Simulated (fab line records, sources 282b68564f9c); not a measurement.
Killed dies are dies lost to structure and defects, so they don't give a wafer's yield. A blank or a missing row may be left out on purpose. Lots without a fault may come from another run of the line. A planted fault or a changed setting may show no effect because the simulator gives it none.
Which tool did it? | flow rit_cmos | 15 lots, 45 wafers sampled, at 4 steps of a route of 202

WHAT THE GAUGES READ, wafer by wafer
RIT_PLDD_OVL_MEAS_06. Usual: PLDD_OVL 0.8 nm, standard deviation 1.4.
lot  | measured    | on         | PLDD_OVL (nm) | flag
L448 | day 3 01:34 | overlay-02 | 1.3 2.0 1.8   |
L449 | day 3 06:47 | overlay-01 | 0.9 0.2 0.0   |
L450 | day 3 08:46 | overlay-01 | 1.0 1.2 1.0   |
L452 | day 4 00:12 | overlay-01 | 0.2 -1.6 0.6  |
L453 | day 4 00:26 | overlay-02 | 3.9 1.2 -0.2  |
L454 | day 4 03:36 | overlay-02 | 0.5 1.1 -0.2  |
L457 | day 4 21:07 | overlay-02 | 1.0 0.1 -0.9  |
L458 | day 5 04:41 | overlay-01 | 2.0 -0.8 0.6  |
L459 | day 5 07:05 | overlay-01 | 2.8 2.7 1.3   |
L460 | day 5 08:47 | overlay-02 | 0.3 -1.0 0.0  |
L462 | day 5 23:26 | overlay-02 | 2.2 0.9 2.4   |
L468 | day 7 19:01 | overlay-02 | 1.2 0.1 0.3   |
L469 | day 7 19:17 | overlay-01 | 2.3 3.3 2.1   |
L470 | day 7 19:33 | overlay-02 | 1.0 1.5 0.5   |
L471 | day 8 05:34 | overlay-01 | -0.4 0.7 2.2  |

RIT_CONTACT_CD_MEAS_08: target cd 1000 nm. Usual: cd_nm 1000.5 nm, standard deviation 2.2.
lot  | measured    | on        | cd_nm (nm)           | flag
L448 | day 3 10:17 | cd_sem-02 | 1002.6 1004.3 1003.9 |
L449 | day 3 16:56 | cd_sem-01 | 999.8 999.7 1000.9   |
L450 | day 3 20:19 | cd_sem-01 | 999.1 999.4 999.4    |
L452 | day 4 09:09 | cd_sem-01 | 996.8 997.7 998.1    |
L453 | day 4 10:31 | cd_sem-01 | 1000.5 1001.2 998.4  |
L454 | day 4 12:37 | cd_sem-02 | 1001.0 1000.3 1000.6 |
L457 | day 5 05:56 | cd_sem-01 | 998.8 997.8 999.3    |
L458 | day 5 13:53 | cd_sem-01 | 998.8 997.6 998.3    |
L459 | day 5 16:57 | cd_sem-02 | 1001.9 1000.5 1000.9 |
L460 | day 5 17:51 | cd_sem-01 | 1002.6 1004.8 1004.5 |
L462 | day 6 08:12 | cd_sem-01 | 1000.4 998.5 996.9   |
L468 | day 8 03:58 | cd_sem-01 | 1001.4 999.0 999.8   |
L469 | day 8 04:13 | cd_sem-02 | 999.7 999.4 999.4    |
L470 | day 8 05:47 | cd_sem-01 | 999.3 1000.5 1001.8  |
L471 | day 8 14:07 | cd_sem-01 | 1000.1 997.4 996.9   |

WHICH TOOL RAN EACH LOT (tool, then ch and the chambers of the sampled wafers, then the start)
lot  | RIT_NRETRO_EXPOSE_03               | RIT_PLDD_STRIP_09
L448 | iline_stepper-02 ch 0, day 2 10:15 | plasma_asher-01 ch 1, day 3 01:54
L449 | iline_stepper-01 ch 0, day 2 15:16 | plasma_asher-04 ch 0,1, day 3 07:07
L450 | iline_stepper-02 ch 0, day 2 15:51 | plasma_asher-02 ch 0, day 3 09:06
L452 | iline_stepper-01 ch 0, day 3 04:26 | plasma_asher-04 ch 0,1, day 4 00:35
L453 | iline_stepper-02 ch 0, day 3 06:02 | plasma_asher-02 ch 0, day 4 00:46
L454 | iline_stepper-02 ch 0, day 3 12:01 | plasma_asher-02 ch 0,1, day 4 03:56
L457 | iline_stepper-02 ch 0, day 4 04:16 | plasma_asher-04 ch 0,1, day 4 21:28
L458 | iline_stepper-02 ch 0, day 4 13:33 | plasma_asher-01 ch 0,1, day 5 05:01
L459 | iline_stepper-01 ch 0, day 4 17:11 | plasma_asher-02 ch 0,1, day 5 07:25
L460 | iline_stepper-01 ch 0, day 4 18:35 | plasma_asher-02 ch 0,1, day 5 09:07
L462 | iline_stepper-01 ch 0, day 5 05:40 | plasma_asher-01 ch 0,1, day 5 23:46
L468 | iline_stepper-01, day 6 16:41      | plasma_asher-02 ch 0,1, day 7 19:20
L469 | iline_stepper-02, day 6 19:13      | plasma_asher-04 ch 0,1, day 7 19:37
L470 | iline_stepper-02, day 6 20:42      | plasma_asher-01 ch 1, day 7 19:53
L471 | iline_stepper-02 ch 0, day 7 02:50 | plasma_asher-02 ch 0,1, day 8 05:55
- RIT_NRETRO_EXPOSE_03: exposes mask M4, target cd 43900 nm.
- RIT_PLDD_STRIP_09: strips in O2, time 180 s.

WHAT THE TOOLS THEMSELVES READ (means of the sampled wafers that have a number; where no wafer has one, the mark that the record gives instead)
RIT_NRETRO_EXPOSE_03. Usual: exposure_dose_mJ_cm2 250.02, standard deviation 0.22; focus_offset_nm 0.0 nm, standard deviation 0.52.
lot  | tool             | exposure_dose_mJ_cm2 | focus_offset_nm (nm) | flag
L448 | iline_stepper-02 | 249.94               | -0.3                 |
L449 | iline_stepper-01 | 249.98               | 0.9                  |
L450 | iline_stepper-02 | 250.06               | 0.2                  |
L452 | iline_stepper-01 | 249.99               | 0.3                  |
L453 | iline_stepper-02 | 249.97               | -0.6                 |
L454 | iline_stepper-02 | 249.96               | 0.3                  |
L457 | iline_stepper-02 | 249.92               | 0.2                  |
L458 | iline_stepper-02 | 250.15               | 0.0                  |
L459 | iline_stepper-01 | 249.97               | -0.4                 |
L460 | iline_stepper-01 | 250.23               | -0.0                 |
L462 | iline_stepper-01 | 249.98               | -0.5                 |
L468 | iline_stepper-01 | -                    | -                    | OFF
L469 | iline_stepper-02 | -                    | -                    | OFF
L470 | iline_stepper-02 | -                    | -                    | OFF
L471 | iline_stepper-02 | 250.08               | 0.1                  |

RIT_PLDD_STRIP_09. Usual: drypump_motor_current_A 5.8 A, standard deviation 0.61; o2_flow_sccm 4001 sccm, standard deviation 12.
lot  | tool            | drypump_motor_current_A (A) | o2_flow_sccm (sccm) | flag
L448 | plasma_asher-01 | 5.2                         | 4015                |
L449 | plasma_asher-04 | 6.0                         | 4000                |
L450 | plasma_asher-02 | 6.5                         | 3997                |
L452 | plasma_asher-04 | 6.0                         | 4010                |
L453 | plasma_asher-02 | 6.5                         | 4003                |
L454 | plasma_asher-02 | 5.6                         | 3987                |
L457 | plasma_asher-04 | 6.0                         | 3996                |
L458 | plasma_asher-01 | 5.1                         | 4012                |
L459 | plasma_asher-02 | 5.5                         | 3998                |
L460 | plasma_asher-02 | 6.0                         | 3995                |
L462 | plasma_asher-01 | 5.2                         | 3996                |
L468 | plasma_asher-02 | 5.6                         | 4003                |
L469 | plasma_asher-04 | 6.2                         | 3994                |
L470 | plasma_asher-01 | 5.2                         | 4001                |
L471 | plasma_asher-02 | 6.0                         | 4002                |

THE ANSWER, worked out from the rows above alone
Rule: a lot is off if the mean of its wafers that have a number lies more than 3 standard deviations from the usual mean. A lot without any number at a reading at which 4 lots or more have one is off too. The other lots that the step has rows for count as sound. The gauges are gone through in route order, then the tools' own readings, and for those a lot's mean is taken as printed above. The first step at which some lot is off is used, and at that step the reading that is off furthest; a lot without a number counts as furthest.
Off: L468, L469, L470, at RIT_NRETRO_EXPOSE_03 (exposure_dose_mJ_cm2). Without a number there: L468, L469, L470.
A tool fits if, at that step or a process step before it, it ran every lot that is off, and no sound lot after the first of them. None of those tried fits.

WHAT THE SIMULATOR HAD PUT IN
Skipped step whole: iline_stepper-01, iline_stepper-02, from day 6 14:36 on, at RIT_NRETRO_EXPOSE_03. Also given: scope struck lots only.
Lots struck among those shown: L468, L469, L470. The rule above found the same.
